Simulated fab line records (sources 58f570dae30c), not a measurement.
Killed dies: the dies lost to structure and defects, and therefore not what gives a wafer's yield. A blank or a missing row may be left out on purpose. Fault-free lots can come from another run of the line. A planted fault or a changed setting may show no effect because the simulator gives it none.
Which tool was responsible?    flow berkeleyCmos170    18 wafers from 6 lots sampled at 3 of the route's 331 steps

== WHAT THE GAUGES SHOWED, per wafer ==
UCB170_V2_THK_MEAS_04.
lot   measured      on            V2_POLISHED_THK (nm)
L893  day 9 12:19   filmMetro-04  1001.2 999.9 1001.5
L894  day 9 15:04   filmMetro-04  998.7 1001.3 999.2
L896  day 10 02:36  filmMetro-01  1001.7 1001.0 1002.6
L898  day 11 07:47  filmMetro-03  999.2 1000.8 998.9
L901  day 11 10:50  filmMetro-01  1000.0 1001.1 999.8
L912  day 14 00:08  filmMetro-04  1328.6 1000.7 1001.6

== EACH LOT AND THE TOOL THAT RAN IT (in order: tool; ch and the chambers of the sampled wafers; start) ==
lot   UCB170_M1_SPUTTER_00         UCB170_V2_CMP_02
L893  pvdSputter-02, day 9 01:19   cmp-01 ch 0,1,2, day 9 11:59
L894  pvdSputter-04, day 9 05:28   cmp-01 ch 0,1,3, day 9 14:38
L896  pvdSputter-02, day 9 12:50   cmp-01 ch 0,1,3, day 10 02:17
L898  pvdSputter-02, day 10 22:56  cmp-01 ch 0,1,2, day 11 07:28
L901  pvdSputter-03, day 11 00:38  cmp-01 ch 0,3, day 11 10:25
L912  pvdSputter-02, day 13 14:31  cmp-01 ch 0,2,3, day 13 23:43
- UCB170_M1_SPUTTER_00: material Al, target thk 600 nm, time 80 s.
- UCB170_V2_CMP_02: polishes SiO2.

== THE ANSWER, worked out from the rows above alone ==
Rule: the lots themselves supply what counts as usual. Put in order of their means at a reading, lots are off if they are a third of the lots or fewer, leave a main group of 4 or more, and stand apart from it by a gap of 3 or more times the standard deviation of the main group's means; of several such gaps the widest counts. Not used: any main group whose means are identical at the precision the tables above print for the reading. Also off: a lot with no number at a reading for which 4 or more lots have one. Any other lot the step has rows for is counted as sound.
Off: L912, seen at UCB170_V2_THK_MEAS_04 (V2_POLISHED_THK). For the main group the mean is 1000.5 nm and the standard deviation 0.79.
A tool fits if, at a process step before that reading, it ran every lot that is off, and no sound lot after the first of them. Those tools and the gauges at UCB170_V2_THK_MEAS_04 are tried in the same way. Can't be told from this: 3 tools fit, pvdSputter-02 at UCB170_M1_SPUTTER_00, cmp-01 at UCB170_V2_CMP_02, filmMetro-04 at UCB170_V2_THK_MEAS_04.

== WHAT THE SIMULATOR PUT IN ==
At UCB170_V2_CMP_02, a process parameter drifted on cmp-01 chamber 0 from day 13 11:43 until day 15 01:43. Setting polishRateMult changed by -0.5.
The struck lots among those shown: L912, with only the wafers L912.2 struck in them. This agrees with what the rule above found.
